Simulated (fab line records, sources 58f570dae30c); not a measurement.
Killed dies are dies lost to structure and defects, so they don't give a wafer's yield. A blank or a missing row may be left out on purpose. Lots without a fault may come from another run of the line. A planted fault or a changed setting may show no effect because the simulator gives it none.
Problem report in the 8D (eight disciplines) form, filled by code | flow berkeley_cmos170 | the parts of the form that need people (team, actions taken, sign-off) are left out

1. THE PROBLEM
SPACER_TEOS_THK at UCB170_SPACER_THK_MEAS_01 reads a mean of 289 nm on 6 wafers of 2 lots; wafers without a fault read 375 nm with a standard deviation of 5.1. That is -17 standard deviations from the usual mean.
First seen on wafer L638.1, day 11 08:40, on film_metro-03. The record holds 42 wafers of 14 lots with a number at this step. Rule for "out", or "out of limits": more than 4 standard deviations from the usual mean. The other wafers with a number count as sound.

2. WHAT IT IS AND WHAT IT IS NOT
question                    | is                           | is not
which readings at this step | SPACER_TEOS_THK              | -
which lots                  | L638, L639                   | L620, L621, L625, L626, L627, L629, L631, L635, L637, L641, L642, L643
which wafers of those lots  | all that have a number       | -
read on which gauges        | film_metro-03, film_metro-04 | film_metro-01
when                        | from day 11 08:40            | up to then (27 sound wafers); but 9 sound wafers of L641, L642, L643 came after

3. SUSPECTS, AND WHAT RULES EACH OUT
Counting: a tool at a process step up to the reading stays a suspect if it ran every lot that is out and no sound lot after the first of them.
- the gauge at UCB170_SPACER_THK_MEAS_01: ruled out. The wafers that are out were read on 2 gauges (film_metro-03, film_metro-04).
- litho_track-03 at UCB170_NVT_SOFTBAKE_02 (time 61.83 s): ruled out as a lasting fault. Sound lots L642, L643 ran on it after its first lot that is out, L638 (day 10 06:50).
- pecvd-04 at UCB170_SPACER_CVD_00 (deposits SiO2 from TEOS/O2, target thk 376 nm, time 47 s): kept. It ran every lot that is out, first L638 (day 11 08:37), and no sound lot after that; its last sound lot up to then is L631 (day 9 20:22).
Left after counting: pecvd-04 at UCB170_SPACER_CVD_00.

4. THE CAUSE (what the simulator had put in)
Site profile drift: pecvd-04, from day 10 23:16 on, at UCB170_SPACER_CVD_00. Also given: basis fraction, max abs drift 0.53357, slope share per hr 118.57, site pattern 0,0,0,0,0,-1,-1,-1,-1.
Counting left only this tool.

5. THE CHAIN OF EFFECTS, in route order
Each row: a reading whose mean over the struck wafers that have a number lies more than 3 standard deviations from the usual. Only readings for which the record gives a usual standard deviation are gone through. hours: the time from each lot's start at the first step in this table that gives one to its start at this step, as a median over the lots. sigmas: the change in usual standard deviations.
hours | step                      | reading         | usual      | on struck wafers | change | sigmas
0     | UCB170_SPACER_THK_MEAS_01 | SPACER_TEOS_THK | 375 nm     | 289              | -86    | -17
10    | UCB170_SPACER_ETCHBACK_03 | oes_product_au  | 0.899 a.u. | 0.750            | -0.149 | -9.3
The process steps in it:
- UCB170_SPACER_ETCHBACK_03: etches SiO2 in CHF3/CF4/Ar, stops on Si, target depth 376 nm, time 100 s.

6. WHAT WOULD HAVE CAUGHT IT SOONER
In this record the first reading out of limits at a measuring or inspecting step was taken at day 11 08:40, 9 hours after the fault began at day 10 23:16.
Of the tool readings at UCB170_SPACER_CVD_00 for which the record gives a usual standard deviation, none was out on any struck wafer, so an alarm limit of 4 standard deviations on them would not have fired.
Of the lots that are out (2), L639 began UCB170_SPACER_CVD_00 on pecvd-04 after day 11 08:40. A hold on the tool at that time would have spared it.
